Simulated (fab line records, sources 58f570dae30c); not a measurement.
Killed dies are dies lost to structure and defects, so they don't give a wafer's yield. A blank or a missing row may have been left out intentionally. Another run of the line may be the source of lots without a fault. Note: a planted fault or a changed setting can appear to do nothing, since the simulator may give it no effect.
8D (eight disciplines) problem report, filled in by code | flow berkeley-cmos170 | the parts of the form that need people (team, actions taken, sign-off) are left out

1. WHAT WENT WRONG
Mean PLDD_RS at UCB170_SDANNEAL_RS_MEAS_04: 902 ohm/sq over 6 wafers in 2 lots; fault-free wafers: 1032 ohm/sq, standard deviation 3.1. Measured from the usual mean, that is -42 standard deviations.
The step: measures by four-point-probe.
First observed at day 11 21:19: wafer L211.1, on film-metro-03. The record has a number at this step for 42 wafers belonging to 14 lots. Rule for "out", or "out of limits": more than 4 standard deviations from the usual mean. The rest of the wafers with a number are treated as sound.

2. WHAT IT IS; WHAT IT IS NOT
question                    | is                           | is not
which readings at this step | PLDD_RS                      | -
which lots                  | L210, L211                   | L190, L191, L192, L193, L194, L195, L196, L197, L198, L199, L201, L209
which wafers of those lots  | all that have a number       | -
read on which gauges        | film-metro-03, film-metro-04 | film-metro-02
when                        | from day 11 21:19            | up to then (36 sound wafers)

3. SUSPECTS, AND WHAT RULES EACH OUT
Counting: a tool stays on the suspect list if, at a process step up to the reading, it processed all lots that are out and no sound lot following the first of them.
- ruled out: the gauge at UCB170_SDANNEAL_RS_MEAS_04. The wafers that are out were read on 2 gauges (film-metro-03, film-metro-04).
- furnace-01 at UCB170_SPACER_ANNEAL_02 (time 1800 s): kept. It ran every lot that is out, first L210 (day 11 13:53), and no sound lot after that; its last sound lot up to then is L199 (day 9 09:01). Its own readings are out on those wafers: spike-tc-centre-C, spike-tc-load-C, spike-tc-source-C, tube-center-temp-C, tube_center_temp_C_max.
After counting, what remains is furnace-01 at UCB170_SPACER_ANNEAL_02.

4. THE CAUSE (what the simulator had put in)
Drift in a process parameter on furnace-01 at UCB170_SPACER_ANNEAL_02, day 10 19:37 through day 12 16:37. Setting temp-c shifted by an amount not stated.
Counting left only this tool.

5. THE EFFECT CHAIN, in route order
One row per reading whose mean, taken over the struck wafers that have a number, lies over 3 standard deviations from the usual. Scope: only readings with a usual standard deviation given in the record; hours: median across lots of the time from each lot's start at the first step in this table that gives one to its start at this step; sigmas: change in usual standard deviations.
hours | step                       | reading                | usual        | on struck wafers | change | sigmas
0     | UCB170_SPACER_ANNEAL_02    | spike-tc-centre-C      | 901.8 C      | 951.1            | +49.4  | +49
0     | UCB170_SPACER_ANNEAL_02    | spike-tc-load-C        | 925.4 C      | 976.4            | +51.0  | +34
0     | UCB170_SPACER_ANNEAL_02    | spike-tc-source-C      | 921.7 C      | 972.7            | +51.0  | +21
0     | UCB170_SPACER_ANNEAL_02    | tube-center-temp-C     | 900 C        | 950              | +50    | +99 or more
0     | UCB170_SPACER_ANNEAL_02    | tube_center_temp_C_max | 902.3        | 952.2            | +49.9  | +99 or more
7     | UCB170_SDANNEAL_RS_MEAS_04 | PLDD_RS                | 1032 ohm/sq  | 902              | -130   | -42
8     | UCB170_SDANNEAL_RS_MEAS_05 | NLDD_RS                | 616.4 ohm/sq | 599.1            | -17.3  | -10
Process steps it contains:
- UCB170_SPACER_ANNEAL_02: time 1800 s.
Later steps that measure or inspect, where all struck wafers having a row at the step show a number for every such reading and not one has moved that far: UCB170_M1_THK_MEAS_02.

6. HOW IT WOULD HAVE BEEN CAUGHT EARLIER
26 hours passed between the start of the fault at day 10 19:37 and the first reading out of limits at a measuring or inspecting step in this record, taken at day 11 21:19.
At UCB170_SPACER_ANNEAL_02, the tool's own readings (spike-tc-centre-C, spike-tc-load-C, spike-tc-source-C, tube-center-temp-C, tube_center_temp_C_max) were out on each struck wafer the step has a row for, so an alarm limit on them would have fired on the first such wafer.
Each of the lots that are out, 2 in all, had begun UCB170_SPACER_ANNEAL_02 on furnace-01 no later than day 11 21:19. Tool hold at that time: it would have spared none of them.
